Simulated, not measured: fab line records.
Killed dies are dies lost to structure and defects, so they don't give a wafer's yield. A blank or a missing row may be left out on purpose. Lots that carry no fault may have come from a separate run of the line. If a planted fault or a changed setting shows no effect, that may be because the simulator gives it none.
fab line records | flow rit-cmos
record lots=5 | wafers=23
route steps=202 shown NLDD@111 PSD@143 CONTACT@173 M1@184
start-h: hours from the record's first day to the start of the lot's first wafer shown | wait-h: hours from the lot's prior step to this one | " same as the row above | L1.1+2: one row covering several wafers at once | - no value, or no start given | * or withheld: withheld | < > ~ a bound
route shown NAME@n: a module of which the file shows steps, and the number in the route of the first | usual: mean/standard deviation taken from wafers without a fault | same: alike in all rows | chamber/n: place in a boat | sites: per-site readings | _std_site: standard deviation of those values | _edge_site: the outer-site mean with the inner-site mean subtracted | radius-mm: for every site, how far away it sits from the centre of the wafer | mask NAME#n: copy n | behind: the most recent tool/chamber to have shaped the wafer | hold: why the lot went on hold/how many hours it stayed there/how the hold came to an end | device: which transistor (n, p or np) failed to switch | end of line: the route-end tests of the same wafers | a step given without rows: its recipe and nothing more | killed: at the first sort, the dies lost to defects and structure; wafer yield is something else | map: dies across one wafer; x = killed, . = not, _ = none there
set.NAME: the run value of the setting; set.NAME@STEP: its run value at that earlier step | model.NAME: the simulator's own value behind a step, which no gauge read
lots with deliberately changed settings; one table per step, one row per wafer
## steps
# step RIT_NLDD_IMPLANT_08
# recipe species=P | energy-kev=20 | dose-cm2=5e+14 | tilt-deg=7
lot.wafer      | tool         | chamber | start-h | wait-h | set.energy-kev | model.implant.rp-nm | model.implant.drp-nm
L074.2+3+4+5+6 | implanter-03 | 0       | 42.31   | 0.1    | 20             | 27.95               | 12.97
L076.2+4+6     | implanter-03 | 0       | 52.49   | 0.1    | 20             | 29                  | 12.97
L076.3+5       | "            | 0       | "       | "      | 19.46          | 28.47               | 12.76
L081.1+2+5     | implanter-04 | 0       | 76.30   | 0.1    | 19.63          | 27.69               | 12.82
L081.3+4       | "            | 0       | "       | "      | 20             | 28.04               | 12.97
L083.1+2+5     | implanter-01 | 0       | 87.04   | 0.1    | 20             | 27.62               | 12.97
L085.2+4+6     | implanter-01 | 0       | 96.95   | 0.1    | 21.08          | 28.55               | 13.39
L085.3+5       | "            | 0       | "       | "      | 20             | 27.55               | 12.97
# step RIT_PSD_COAT_01
# recipe resist=NOVOLAK | spin-rpm=3250 | resist-thk-nm=1000
lot.wafer | tool           | chamber | start-h | wait-h | set.resist-thk-nm | model.NOVOLAK_of_PSD_COAT_01.thk-nm
L074.2    | litho-track-02 | 0       | 48.58   | 0.1    | 1000              | 1003
L074.3+6  | "              | 0       | "       | "      | 1000              | 1002
L074.4    | "              | 0       | "       | "      | 946               | 948.7
L074.5    | "              | 0       | "       | "      | 946               | 951.5
L076.2    | litho-track-03 | 0       | 58.62   | 0.1    | 1000              | 999.6
L076.3    | "              | 0       | "       | "      | 1000              | 1000
L076.4+6  | "              | 0       | "       | "      | 1000              | 1001
L076.5    | "              | 0       | "       | "      | 1000              | 998.8
L081.1    | litho-track-02 | 0       | 82.21   | 0.1    | 973.5             | 977.8
L081.2    | "              | 0       | "       | "      | 973.5             | 974.6
L081.3    | "              | 0       | "       | "      | 973.5             | 972.4
L081.4    | "              | 0       | "       | "      | 1000              | 1000
L081.5    | "              | 0       | "       | "      | 1000              | 999
L083.1    | litho-track-01 | 0       | 93.05   | 0.1    | 1000              | 1001
L083.2    | "              | 0       | "       | "      | 1000              | 999
L083.5    | "              | 0       | "       | "      | 1000              | 1002
L085.2    | litho-track-01 | 0       | 103.33  | 0.1    | 978.7             | 980.6
L085.3    | "              | 0       | "       | "      | 1000              | 997
L085.4    | "              | 0       | "       | "      | 1000              | 1000
L085.5    | "              | 0       | "       | "      | 1000              | 1004
L085.6    | "              | 0       | "       | "      | 978.7             | 983.9
# step RIT_PSD_SOFTBAKE_02
# recipe resist=NOVOLAK | temp-c=90 | time-s=60
# step RIT_PSD_EXPOSE_03
# recipe mask-id=M10 | na=0.57 | target-cd-nm=40900 | dose-mj=250
# step RIT_PSD_DEVELOP_05
# recipe resist=NOVOLAK | develop-time-s=50 | dev-temp-c=23
# step RIT_PSD_HARDBAKE_07
# recipe resist=NOVOLAK | temp-c=140 | time-s=60
lot.wafer | tool           | chamber | start-h | wait-h | set.resist-thk-nm@PSD_COAT_01 | model.NOVOLAK_of_PSD_COAT_01.thk-nm
L074.2    | litho-track-03 | 0       | 49.32   | 0.0    | 1000                          | 886.3
L074.3    | "              | 0       | "       | "      | 1000                          | 885.4
L074.4    | "              | 0       | "       | "      | 946                           | 838.9
L074.5    | "              | 0       | "       | "      | 946                           | 841.3
L074.6    | "              | 0       | "       | "      | 1000                          | 885.9
L076.2    | litho-track-02 | 0       | 59.36   | 0.0    | 1000                          | 883.4
L076.3    | "              | 0       | "       | "      | 1000                          | 883.8
L076.4    | "              | 0       | "       | "      | 1000                          | 884.8
L076.5    | "              | 0       | "       | "      | 1000                          | 882.7
L076.6    | "              | 0       | "       | "      | 1000                          | 884.9
L081.1    | litho-track-03 | 0       | 83.07   | 0.0    | 973.5                         | 864.4
L081.2    | "              | 0       | "       | "      | 973.5                         | 861.6
L081.3    | "              | 0       | "       | "      | 973.5                         | 859.6
L081.4    | "              | 0       | "       | "      | 1000                          | 884.1
L081.5    | "              | 0       | "       | "      | 1000                          | 882.9
L083.1    | litho-track-02 | 0       | 93.79   | 0.0    | 1000                          | 884.9
L083.2    | "              | 0       | "       | "      | 1000                          | 882.9
L083.5    | "              | 0       | "       | "      | 1000                          | 885.7
L085.2    | litho-track-03 | 0       | 104.19  | 0.0    | 978.7                         | 866.8
L085.3    | "              | 0       | "       | "      | 1000                          | 881.2
L085.4    | "              | 0       | "       | "      | 1000                          | 883.8
L085.5    | "              | 0       | "       | "      | 1000                          | 887.7
L085.6    | "              | 0       | "       | "      | 978.7                         | 869.6
# step RIT_CONTACT_EXPOSE_05
# recipe mask-id=M11 | na=0.6 | source-shape=conventional | sigma-outer=0.5 | target-cd-nm=1000 | dose-mj=250
lot.wafer      | tool             | chamber | start-h | wait-h | mask  | set.dose-mj
L074.2+3+4+5+6 | iline-stepper-01 | 0       | 52.06   | 0.2    | M11#0 | 250
L076.2+3+4     | iline-stepper-01 | 0       | 62.05   | 0.3    | M11#0 | 261.4
L076.5+6       | "                | 0       | "       | "      | M11#0 | 250
L081.1+4+5     | iline-stepper-02 | 0       | 85.71   | 0.2    | M11#0 | 262
L081.2+3       | "                | 0       | "       | "      | M11#0 | 250
L083.1+2+5     | iline-stepper-02 | 0       | 96.66   | 0.1    | M11#0 | 250
L085.2+4       | iline-stepper-01 | 0       | 107.00  | 0.2    | M11#0 | 268.6
L085.3+5+6     | "                | 0       | "       | "      | M11#0 | 250
# step RIT_CONTACT_PEB_06
# recipe resist=NOVOLAK | temp-c=withheld | time-s=withheld
# step RIT_CONTACT_DEVELOP_07
# recipe resist=NOVOLAK | develop-time-s=120 | dev-temp-c=23
# step RIT_CONTACT_CD_MEAS_08
# recipe target-cd-nm=1000
# usual cd-nm=1000.3/1.8
lot.wafer | tool      | chamber | start-h | wait-h | set.dose-mj@CONTACT_EXPOSE_05 | cd-nm
L074.2    | cd-sem-02 | -       | 52.59   | -      | 250                           | 1000.3
L074.3    | "         | -       | "       | "      | 250                           | 999.6
L074.4    | "         | -       | "       | "      | 250                           | 999.1
L074.5    | "         | -       | "       | "      | 250                           | 998.8
L074.6    | "         | -       | "       | "      | 250                           | 1002.1
L076.2    | cd-sem-01 | -       | 62.56   | -      | 261.4                         | 1013.0
L076.3    | "         | -       | "       | "      | 261.4                         | 1012.8
L076.4    | "         | -       | "       | "      | 261.4                         | 1010.7
L076.5    | "         | -       | "       | "      | 250                           | 1001.7
L076.6    | "         | -       | "       | "      | 250                           | 1000.0
L081.1    | cd-sem-01 | -       | 86.23   | -      | 262                           | 1013.8
L081.2    | "         | -       | "       | "      | 250                           | 1001.7
L081.3    | "         | -       | "       | "      | 250                           | 1002.5
L081.4    | "         | -       | "       | "      | 262                           | 1015.1
L081.5    | "         | -       | "       | "      | 262                           | 1014.7
L083.1    | cd-sem-01 | -       | 97.33   | -      | 250                           | 1001.3
L083.2    | "         | -       | "       | "      | 250                           | 999.3
L083.5    | "         | -       | "       | "      | 250                           | 1001.6
L085.2    | cd-sem-01 | -       | 107.52  | -      | 268.6                         | 1018.0
L085.3    | "         | -       | "       | "      | 250                           | 997.4
L085.4    | "         | -       | "       | "      | 268.6                         | 1015.9
L085.5    | "         | -       | "       | "      | 250                           | 997.6
L085.6    | "         | -       | "       | "      | 250                           | 999.0
# step RIT_CONTACT_ETCH_11
# recipe target-depth-a=4800 | over-etch-frac=0.2 | stop-on=TiSi2 | chemistry=CHF3/CF4/Ar | target=SiO2 | CHF3_flow_sccm=50 | cf4-flow-sccm=10 | Ar_flow_sccm=100 | O2_flow_sccm=5 | pressure-mtorr=100 | rf-w=200 | time-s=320
lot.wafer | tool        | chamber | start-h | wait-h | set.rf-w | set.dose-mj@CONTACT_EXPOSE_05 | model.CONTACT.cd-nm
L074.2    | rie-diel-01 | 1       | 52.87   | 0.1    | 200      | 250                           | 1000
L074.3    | "           | 3       | "       | "      | 200      | 250                           | 999.8
L074.4    | "           | 2       | "       | "      | 184.2    | 250                           | 998.9
L074.5    | "           | 2       | "       | "      | 184.2    | 250                           | 999.1
L074.6    | "           | 1       | "       | "      | 184.2    | 250                           | 1001
L076.2    | rie-diel-04 | 0       | 62.85   | 0.1    | 215.3    | 261.4                         | 1013
L076.3    | "           | 2       | "       | "      | 200      | 261.4                         | 1013
L076.4    | "           | 1       | "       | "      | 215.3    | 261.4                         | 1012
L076.5    | "           | 2       | "       | "      | 215.3    | 250                           | 1003
L076.6    | "           | 1       | "       | "      | 200      | 250                           | 1000
L081.1    | rie-diel-04 | 3       | 86.54   | 0.1    | 223.7    | 262                           | 1014
L081.2    | "           | 1       | "       | "      | 223.7    | 250                           | 1002
L081.3    | "           | 2       | "       | "      | 200      | 250                           | 1003
L081.4+5  | "           | 0,1     | "       | "      | 200      | 262                           | 1015
L083.1+5  | rie-diel-02 | 0,2     | 97.63   | 0.1    | 200      | 250                           | 1001
L083.2    | "           | 3       | "       | "      | 200      | 250                           | 999.6
L085.2    | rie-diel-01 | 1       | 107.80  | 0.1    | 200      | 268.6                         | 1018
L085.3    | "           | 2       | "       | "      | 200      | 250                           | 997.2
L085.4    | "           | 3       | "       | "      | 200      | 268.6                         | 1016
L085.5    | "           | 3       | "       | "      | 200      | 250                           | 997.6
L085.6    | "           | 0       | "       | "      | 200      | 250                           | 998.9
# step RIT_CONTACT_STRIP_12
# recipe chemistry=O2 | time-s=180 | resist=NOVOLAK | platen-temp-c=withheld | power-w=500 | pressure-mtorr=4000 | o2-flow-sccm=4000
# step RIT_CONTACT_CD_MEAS_90
# recipe target-cd-nm=1000
# usual cd-nm=1000.3/1.9
lot.wafer | tool      | chamber | start-h | wait-h | set.dose-mj@CONTACT_EXPOSE_05 | cd-nm
L074.2    | cd-sem-02 | -       | 53.26   | 0.1    | 250                           | 1000.5
L074.3    | "         | -       | "       | "      | 250                           | 999.8
L074.4    | "         | -       | "       | "      | 250                           | 999.1
L074.5    | "         | -       | "       | "      | 250                           | 999.2
L074.6    | "         | -       | "       | "      | 250                           | 1001.4
L076.2    | cd-sem-02 | -       | 63.24   | 0.1    | 261.4                         | 1013.2
L076.3    | "         | -       | "       | "      | 261.4                         | 1012.8
L076.4    | "         | -       | "       | "      | 261.4                         | 1011.8
L076.5    | "         | -       | "       | "      | 250                           | 1002.5
L076.6    | "         | -       | "       | "      | 250                           | 1000.1
L081.1    | cd-sem-02 | -       | 86.91   | 0.1    | 262                           | 1014.3
L081.2    | "         | -       | "       | "      | 250                           | 1002.3
L081.3    | "         | -       | "       | "      | 250                           | 1002.6
L081.4    | "         | -       | "       | "      | 262                           | 1014.5
L081.5    | "         | -       | "       | "      | 262                           | 1014.6
L083.1    | cd-sem-02 | -       | 98.00   | 0.1    | 250                           | 1001.4
L083.2    | "         | -       | "       | "      | 250                           | 999.9
L083.5    | "         | -       | "       | "      | 250                           | 1000.7
L085.2    | cd-sem-01 | -       | 108.19  | 0.1    | 268.6                         | 1017.7
L085.3    | "         | -       | "       | "      | 250                           | 997.3
L085.4    | "         | -       | "       | "      | 268.6                         | 1016.2
L085.5    | "         | -       | "       | "      | 250                           | 997.4
L085.6    | "         | -       | "       | "      | 250                           | 998.8
# step RIT_M1_SPUTTER_00
# recipe material=Al | target-thk-nm=400 | power-w=2000 | chamber-pressure-pa=0.4 | gas=Ar | time-s=500 | substrate-temp-c=25
lot.wafer | tool           | chamber | start-h | wait-h | set.time-s | model.Al_of_M1_SPUTTER_00.thk-nm
L074.2    | pvd-sputter-04 | -       | 53.73   | 0.0    | 500        | 404.4
L074.3    | "              | -       | "       | "      | 500        | 401.4
L074.4    | "              | -       | "       | "      | 470.3      | 374.7
L074.5    | "              | -       | "       | "      | 500        | 398.9
L074.6    | "              | -       | "       | "      | 470.3      | 378.3
L076.2    | pvd-sputter-04 | -       | 63.69   | 0.0    | 432.3      | 342.6
L076.3    | "              | -       | "       | "      | 500        | 395.5
L076.4    | "              | -       | "       | "      | 500        | 396.3
L076.5    | "              | -       | "       | "      | 500        | 403.3
L076.6    | "              | -       | "       | "      | 432.3      | 347
L081.1    | pvd-sputter-01 | -       | 87.39   | 0.0    | 500        | 395.6
L081.2    | "              | -       | "       | "      | 500        | 394.5
L081.3    | "              | -       | "       | "      | 500        | 393.4
L081.4    | "              | -       | "       | "      | 500        | 397.2
L081.5    | "              | -       | "       | "      | 500        | 394.6
L083.1    | pvd-sputter-01 | -       | 98.47   | 0.0    | 500        | 388.6
L083.2    | "              | -       | "       | "      | 500        | 390.4
L083.5    | "              | -       | "       | "      | 500        | 388.8
L085.2    | pvd-sputter-01 | -       | 108.64  | 0.0    | 557.5      | 443.9
L085.3    | "              | -       | "       | "      | 500        | 398.2
L085.4    | "              | -       | "       | "      | 500        | 401.9
L085.5    | "              | -       | "       | "      | 557.5      | 445.2
L085.6    | "              | -       | "       | "      | 557.5      | 448.9
# step RIT_M1_RS_MEAS_01
# recipe thk-meas-gauge=four-point-probe | reads=Al_of_M1_SPUTTER_00
# usual M1_AL_RS=0.0738/0.00097
lot.wafer | tool          | chamber | start-h | wait-h | set.time-s@M1_SPUTTER_00 | M1_AL_RS[ohm/sq]
L074.2    | film-metro-03 | -       | 54.04   | 0.2    | 500                      | 0.0726
L074.3    | "             | -       | "       | "      | 500                      | 0.0733
L074.4    | "             | -       | "       | "      | 470.3                    | 0.0785
L074.5    | "             | -       | "       | "      | 500                      | 0.0738
L074.6    | "             | -       | "       | "      | 470.3                    | 0.0777
L076.2    | film-metro-03 | -       | 64.04   | 0.2    | 432.3                    | 0.0861
L076.3    | "             | -       | "       | "      | 500                      | 0.0743
L076.4    | "             | -       | "       | "      | 500                      | 0.0743
L076.5    | "             | -       | "       | "      | 500                      | 0.0729
L076.6    | "             | -       | "       | "      | 432.3                    | 0.0849
L081.1    | film-metro-03 | -       | 87.69   | 0.1    | 500                      | 0.0743
L081.2    | "             | -       | "       | "      | 500                      | 0.0745
L081.3    | "             | -       | "       | "      | 500                      | 0.0746
L081.4    | "             | -       | "       | "      | 500                      | 0.0739
L081.5    | "             | -       | "       | "      | 500                      | 0.0743
L083.1    | film-metro-03 | -       | 98.77   | 0.1    | 500                      | 0.0757
L083.2    | "             | -       | "       | "      | 500                      | 0.0751
L083.5    | "             | -       | "       | "      | 500                      | 0.0756
L085.2    | film-metro-03 | -       | 108.96  | 0.2    | 557.5                    | 0.0661
L085.3    | "             | -       | "       | "      | 500                      | 0.0737
L085.4    | "             | -       | "       | "      | 500                      | 0.0731
L085.5    | "             | -       | "       | "      | 557.5                    | 0.0660
L085.6    | "             | -       | "       | "      | 557.5                    | 0.0654
# step RIT_M1_THK_MEAS_02
# recipe thk-meas-gauge=xrf | reads=Al_of_M1_SPUTTER_00
# usual M1_AL_THK=398/5
lot.wafer | tool          | chamber | start-h | wait-h | set.time-s@M1_SPUTTER_00 | M1_AL_THK[nm]
L074.2    | film-metro-03 | -       | 54.15   | 0.1    | 500                      | 404
L074.3    | "             | -       | "       | "      | 500                      | 401
L074.4    | "             | -       | "       | "      | 470.3                    | 374
L074.5    | "             | -       | "       | "      | 500                      | 399
L074.6    | "             | -       | "       | "      | 470.3                    | 378
L076.2    | film-metro-03 | -       | 64.15   | 0.1    | 432.3                    | 342
L076.3    | "             | -       | "       | "      | 500                      | 396
L076.4    | "             | -       | "       | "      | 500                      | 396
L076.5    | "             | -       | "       | "      | 500                      | 404
L076.6    | "             | -       | "       | "      | 432.3                    | 348
L081.1    | film-metro-03 | -       | 87.81   | 0.1    | 500                      | 395
L081.2    | "             | -       | "       | "      | 500                      | 394
L081.3    | "             | -       | "       | "      | 500                      | 394
L081.4    | "             | -       | "       | "      | 500                      | 396
L081.5    | "             | -       | "       | "      | 500                      | 394
L083.1    | film-metro-03 | -       | 98.89   | 0.1    | 500                      | 388
L083.2    | "             | -       | "       | "      | 500                      | 390
L083.5    | "             | -       | "       | "      | 500                      | 390
L085.2    | film-metro-03 | -       | 109.07  | 0.1    | 557.5                    | 443
L085.3    | "             | -       | "       | "      | 500                      | 398
L085.4    | "             | -       | "       | "      | 500                      | 403
L085.5    | "             | -       | "       | "      | 557.5                    | 445
L085.6    | "             | -       | "       | "      | 557.5                    | 451
# step RIT_M1_DEVELOP_08
# recipe resist=NOVOLAK | develop-time-s=68 | dev-temp-c=23
lot.wafer      | tool           | chamber | start-h | wait-h | set.develop-time-s
L074.2+4+6     | litho-track-04 | 0       | -       | -      | 68
L074.3+5       | "              | 0       | "       | "      | 60.78
L076.2+5       | litho-track-02 | 0       | -       | -      | 68
L076.3+4+6     | "              | 0       | "       | "      | 75.56
L081.1+2+5     | litho-track-01 | 0       | -       | -      | 75.69
L081.3+4       | "              | 0       | "       | "      | 68
L083.1+2+5     | litho-track-02 | 0       | -       | -      | 68
L085.2+3+4+5+6 | litho-track-04 | 0       | -       | -      | 68
# step RIT_M1_CD_MEAS_09
# recipe target-cd-nm=2600
# usual cd-nm=2600.2/1.6
lot.wafer | tool      | chamber | start-h | wait-h | set.develop-time-s@M1_DEVELOP_08 | cd-nm
L074.2    | cd-sem-01 | -       | 55.10   | -      | 68                               | 2601.3
L074.3    | "         | -       | "       | "      | 60.78                            | 2613.3
L074.4    | "         | -       | "       | "      | 68                               | 2599.8
L074.5    | "         | -       | "       | "      | 60.78                            | 2611.6
L074.6    | "         | -       | "       | "      | 68                               | 2603.5
L076.2    | cd-sem-02 | -       | 65.10   | -      | 68                               | 2600.9
L076.3    | "         | -       | "       | "      | 75.56                            | 2589.6
L076.4    | "         | -       | "       | "      | 75.56                            | 2590.8
L076.5    | "         | -       | "       | "      | 68                               | 2601.7
L076.6    | "         | -       | "       | "      | 75.56                            | 2590.9
L081.1    | cd-sem-01 | -       | 88.75   | -      | 75.69                            | 2590.0
L081.2    | "         | -       | "       | "      | 75.69                            | 2589.8
L081.3    | "         | -       | "       | "      | 68                               | 2600.3
L081.4    | "         | -       | "       | "      | 68                               | 2601.1
L081.5    | "         | -       | "       | "      | 75.69                            | 2590.4
L083.1    | cd-sem-02 | -       | 99.95   | -      | 68                               | 2600.4
L083.2    | "         | -       | "       | "      | 68                               | 2598.7
L083.5    | "         | -       | "       | "      | 68                               | 2600.0
L085.2    | cd-sem-02 | -       | 110.02  | -      | 68                               | 2602.9
L085.3    | "         | -       | "       | "      | 68                               | 2601.3
L085.4    | "         | -       | "       | "      | 68                               | 2603.9
L085.5    | "         | -       | "       | "      | 68                               | 2601.4
L085.6    | "         | -       | "       | "      | 68                               | 2604.4
## key
split step=RIT_NLDD_IMPLANT_08 | setting=energy-kev | stated=20 | by=wafer
response step=RIT_NLDD_IMPLANT_08 | reading=model.implant.rp-nm | change=+0.187 | per=1% | r=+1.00
response step=RIT_NLDD_IMPLANT_08 | reading=model.implant.drp-nm | change=+0.0777 | per=1% | r=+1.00
split step=RIT_PSD_COAT_01 | setting=resist-thk-nm | stated=1000 | by=wafer
response step=RIT_PSD_COAT_01 | reading=model.NOVOLAK_of_PSD_COAT_01.thk-nm | change=+9.5 | per=1% | r=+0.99
response step=RIT_PSD_HARDBAKE_07 | reading=model.NOVOLAK_of_PSD_COAT_01.thk-nm | change=+8.31 | per=1% | r=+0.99
split step=RIT_CONTACT_EXPOSE_05 | setting=dose-mj | stated=250 | by=wafer
response step=RIT_CONTACT_CD_MEAS_08 | reading=cd-nm | change=+2.54 | per=1% | r=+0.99
response step=RIT_CONTACT_ETCH_11 | reading=model.CONTACT.cd-nm | change=+2.54 | per=1% | r=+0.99
response step=RIT_CONTACT_CD_MEAS_90 | reading=cd-nm | change=+2.54 | per=1% | r=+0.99
split step=RIT_CONTACT_ETCH_11 | setting=rf-w | stated=200 | by=wafer
response none clear
split step=RIT_M1_SPUTTER_00 | setting=time-s | stated=500 | by=wafer
response step=RIT_M1_SPUTTER_00 | reading=model.Al_of_M1_SPUTTER_00.thk-nm | change=+3.99 | per=1% | r=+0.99
response step=RIT_M1_RS_MEAS_01 | reading=M1_AL_RS | change=-0.000781 | per=1% | r=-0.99
response step=RIT_M1_THK_MEAS_02 | reading=M1_AL_THK | change=+4.01 | per=1% | r=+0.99
split step=RIT_M1_DEVELOP_08 | setting=develop-time-s | stated=68 | by=wafer
response step=RIT_M1_CD_MEAS_09 | reading=cd-nm | change=-0.98 | per=1% | r=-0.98
